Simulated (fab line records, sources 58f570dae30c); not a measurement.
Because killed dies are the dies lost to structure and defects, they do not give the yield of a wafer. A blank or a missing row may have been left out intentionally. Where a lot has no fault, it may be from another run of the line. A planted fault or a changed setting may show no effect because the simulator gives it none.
Shared-tool check	flow berkeleyCmos170	14 lots and 42 wafers in the sample

== WHAT PROMPTED THE OPENING ==
Flagged at UCB170_PSD_CD_MEAS_06: reading cdNm, on 2 of 14 lots. Fault-free wafers read 1199.6 nm, with a standard deviation of 1.3.
Rule: flag the lot when none of its wafers has a number, or when each of its wafers that has one lies beyond 4 standard deviations from that mean. All remaining lots are regarded as sound.

lot	measured	on	cdNm (nm), wafer by wafer	flag
L840	day 8 03:26	cdSem-01	1196.9 1198.3 1195.2	
L841	day 8 19:10	cdSem-01	1198.7 1198.3 1200.4	
L844	day 8 19:18	cdSem-02	1200.3 1200.5 1200.8	
L842	day 8 19:33	cdSem-01	1197.8 1200.1 1199.2	
L847	day 9 12:35	cdSem-02	1198.0 1199.0 1198.3	
L846	day 9 12:42	cdSem-02	1200.7 1201.2 1199.3	
L845	day 9 13:14	cdSem-02	1199.7 1199.7 1200.5	
L853	day 11 00:08	cdSem-02	1207.2 1207.2 1207.4	FLAGGED
L854	day 11 05:26	cdSem-02	1205.3 1205.9 1205.5	FLAGGED
L857	day 11 05:59	cdSem-02	1201.2 1198.3 1200.1	
L858	day 12 09:57	cdSem-02	1201.3 1202.5 1202.2	
L861	day 12 10:11	cdSem-02	1200.0 1199.6 1201.7	
L860	day 12 10:17	cdSem-02	1200.4 1200.5 1199.5	
L863	day 13 02:36	cdSem-01	1200.0 1199.9 1198.7	
On average the flagged lots' numbers are 1206.4 nm, which is +6.8 nm against the usual, or +5 standard deviations.

== EACH LOT AND THE TOOL IT RAN ON ==
The record holds 1 process step before the reading, out of a route of 331 steps. Every cell lists first the tool, next ch and the chambers used by the sampled wafers, and last the start.
lot	flag	UCB170_PSD_COAT_01
L840		lithoTrack-03 ch 0, day 8 02:34
L841		lithoTrack-01 ch 0, day 8 18:21
L844		lithoTrack-04 ch 0, day 8 18:23
L842		lithoTrack-03 ch 0, day 8 18:23
L847		lithoTrack-03 ch 0, day 9 11:05
L846		lithoTrack-01 ch 0, day 9 11:24
L845		lithoTrack-03 ch 0, day 9 11:35
L853	FLAGGED	lithoTrack-04 ch 0, day 10 23:19
L854	FLAGGED	lithoTrack-04 ch 0, day 11 04:24
L857		lithoTrack-01 ch 0, day 11 04:35
L858		lithoTrack-01 ch 0, day 12 08:17
L861		lithoTrack-03 ch 0, day 12 08:26
L860		lithoTrack-01 ch 0, day 12 08:40
L863		lithoTrack-01 ch 0, day 13 01:31
These steps, and what they do:
- UCB170_PSD_COAT_01: resist thk 900 nm.
- UCB170_PSD_CD_MEAS_06: target cd 1200 nm.

== FLAGGED OVER TOTAL, TOOL BY TOOL (the gauges that took the reading come last) ==
step	tool	lots run	flagged	share of the flagged lots	sound lots run after its first flagged lot
UCB170_PSD_COAT_01	lithoTrack-01	6	0	none	-
UCB170_PSD_COAT_01	lithoTrack-03	5	0	none	-
UCB170_PSD_COAT_01	lithoTrack-04	3	2	all	0
UCB170_PSD_CD_MEAS_06	cdSem-01	4	0	none	-
UCB170_PSD_CD_MEAS_06	cdSem-02	10	2	all	4 (L857,L858,L861,L860)

== WHAT THE TABLE PERMITS ==
Rows of the table that ran all the flagged lots, 2 in number: lithoTrack-04 at UCB170_PSD_COAT_01; cdSem-02 at UCB170_PSD_CD_MEAS_06.
- lithoTrack-04 at UCB170_PSD_COAT_01 ran 3 lots, 2 of them flagged. It ran its last sound lot, L844, at day 8 18:23 and its first flagged lot, L853, at day 10 23:19: a fault with its onset between the two fits. Its own readings (spinSpeedRpm) fall more than 4 standard deviations out on all wafers of the flagged lots.
- cdSem-02 at UCB170_PSD_CD_MEAS_06 ran 10 lots, 2 of them flagged. Lots that were sound ran on it after the first flagged one (L857, L858, L861, L860); a persistent fault on the entire tool would not allow that.
Left over: one tool, lithoTrack-04 at UCB170_PSD_COAT_01.

== WHAT THE SIMULATOR HAD PUT IN ==
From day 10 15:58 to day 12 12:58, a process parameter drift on lithoTrack-04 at UCB170_PSD_COAT_01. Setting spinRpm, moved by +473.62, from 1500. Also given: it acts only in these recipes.
Shown lots that were struck: L853, L854. The same result came from the rule above.
